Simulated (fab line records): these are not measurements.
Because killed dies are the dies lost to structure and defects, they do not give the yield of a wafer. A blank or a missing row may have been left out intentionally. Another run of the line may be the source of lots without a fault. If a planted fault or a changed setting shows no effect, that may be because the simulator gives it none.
The same fault as seen by 2 desks ; flow ritCmos ; what lay behind the numbers comes last; until then each desk has only its own

AT THE METROLOGY DESK
What the gauges read, lot by lot, whatever tool the lot ran on: means of the sampled wafers that have a number. A lot is out of limits, marked OUT, if its mean lies more than 4 standard deviations from the usual mean; the brackets give that distance.
Columns: A = PWELL_OVL at RIT_PWELL_OVL_MEAS_06, usual -0.2 nm; B = PWELL_TW at RIT_PWELL_TW_MEAS_10, usual 955; C = NWELL_RS at RIT_WELLDRIVE_RS_MEAS_01, usual 275.3 ohm/sq; D = PWELL_RS at RIT_WELLDRIVE_RS_MEAS_02, usual 431.5 ohm/sq; E = NRETRO_OVL at RIT_NRETRO_OVL_MEAS_06, usual 0.8 nm
lot;first seen here;A;B;C;D;E
L301;day 2 10:17;0.2;966;276.7;432.1;1.7
L302;day 2 16:08;1.8;947;275.6;431.8;-0.0
L307;day 3 17:13;-1.6;942;275.6;430.8;0.2
L308;day 3 23:26;-0.3;940;275.8;431.7;-1.0
L315;day 5 08:11;-2.5;946;274.4;430.7;0.7
L322;day 6 18:44;0.1;963;276.2;431.0;-0.1
This desk's finding: nothing out of limits on any of the 6 lots.

DESK OF THE TOOL OWNER: lithoTrack-04
The tool's own readings at RIT_NRETRO_COAT_01 (resist thk 1300 nm): means of the sampled wafers that have a number, for each lot that ran on this tool. A lot is out of limits, marked OUT, if its mean lies more than 4 standard deviations from the usual mean; the brackets give that distance.
Columns: A = exhaustPa at RIT_NRETRO_COAT_01, usual 45.2 Pa
lot;first seen here;A
L301;day 2 17:20;45.4
L302;day 2 22:17;44.6
L307;day 4 00:10;45.0
L308;day 4 05:52;45.5
L322;day 7 01:23;44.9
This desk's finding: nothing out of limits on any of the 5 lots.

PUT TOGETHER
The metrology desk saw nothing out of limits.
The desk of the tool owner found nothing out of limits.

WHAT THE SIMULATOR HAD INSERTED
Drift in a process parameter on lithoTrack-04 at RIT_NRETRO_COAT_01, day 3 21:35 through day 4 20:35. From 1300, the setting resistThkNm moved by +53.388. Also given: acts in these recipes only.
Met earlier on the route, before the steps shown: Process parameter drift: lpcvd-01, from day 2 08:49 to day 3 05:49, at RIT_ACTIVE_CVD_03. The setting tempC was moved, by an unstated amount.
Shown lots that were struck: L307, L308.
